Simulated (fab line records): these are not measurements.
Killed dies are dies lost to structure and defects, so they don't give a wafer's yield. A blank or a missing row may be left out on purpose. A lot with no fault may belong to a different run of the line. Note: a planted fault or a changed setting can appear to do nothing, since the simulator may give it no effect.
Comparing a struck lot with a sound one    flow berkeley cmos170    14 out of 331 route steps
Sound: wafers L347.1, L347.2, L347.5. Struck: wafers L351.1, L351.3, L351.4. The cause is given at the end.
Each step with rows lists, per side, the tool, then ch with its chambers, then its first start. Under that, the readings that differ: sound wafers    struck wafers    difference of the means    sigmas: that difference in standard deviations of wafers without a fault.
alike: a reading whose means differ by less than 2 such deviations, as well as words and numbers matching on both sides. not compared: withheld readings; readings where some wafer has no value; bounds like >300 that might hide an equal value; numbers whose values overlap and for which the record gives no deviation.
Wherever a step has rows on one side only, a row that says differs or no value, or a row with sigmas, the two part there. Numbers that don't overlap but have no deviation are shown without sigmas and don't part them. A reading missing from all wafers of one side parts the sides only when that side holds two or more wafers.

UCB170_M1_STRIP_13: strips in O2.
  sound on plasma asher-03 ch 0,1, day 10 06:23; struck on plasma asher-03 ch 0,1, day 10 17:17
  alike: drypump motor current A, oes product au
  not compared: rf hours counter h
UCB170_M1_CD_MEAS_90 targets a cd of 700 nm.
  struck on cd sem-02, day 10 17:23; sound on cd sem-02, day 10 06:29
  alike: cd nm
then, 1 step without rows for these wafers: UCB170_M1_ANNEAL_14 (time 1200 s).
UCB170_V1_CVD_00: deposits SiO2 from TEOS/O2, target thk 2000 nm, time 250 s.
  sound on pecvd-04 ch 0,1,2, day 10 07:56; struck on pecvd-01 ch 0,1, day 10 19:37
  alike: heater power w
UCB170_V1_THK_MEAS_01:
  struck on film metro-03, day 10 19:47; sound on film metro-04, day 10 08:05
  alike: V1_TEOS_THK
UCB170_V1_CMP_02: polishes SiO2.
  sound on cmp-01 ch 0,2,3, day 10 08:12; struck on cmp-02 ch 1,2,3, day 10 19:53
  alike: motor current A
UCB170_V1_BOW_MEAS_03:
  struck on film metro-02, day 10 20:08; sound on film metro-04, day 10 08:27
  alike: V1_BOW
UCB170_V1_THK_MEAS_04:
  struck on film metro-02, day 10 20:16; sound on film metro-04, day 10 08:34
  alike: V1_POLISHED_THK
then, 4 steps without rows for these wafers: UCB170_V1_CLEAN_05 (cleans in DIW); UCB170_V1_HMDS_06 (prime time 60 s); UCB170_V1_COAT_07 (resist thk 900 nm); UCB170_V1_SOFTBAKE_08 (time 60 s).
UCB170_V1_EXPOSE_09: exposes mask VIA1, target cd 700 nm.
  struck on krf scanner-02, day 10 21:48; sound on krf scanner-02 ch 0, day 10 09:16
  no value came back on the struck wafers for exposure dose mJ cm2, focus offset nm (nm); on the sound wafers exposure dose mJ cm2 reads 36.94 37.01 36.98
  alike: mask
following that, these wafers have no rows for 1 step: UCB170_V1_PEB_10.

WHERE THEY PART
UCB170_V1_EXPOSE_09 only, going by this record.

WHY: whatever the simulator had introduced
Whole step skipped at UCB170_V1_EXPOSE_09 on krf scanner-02, starting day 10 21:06. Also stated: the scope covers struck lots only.
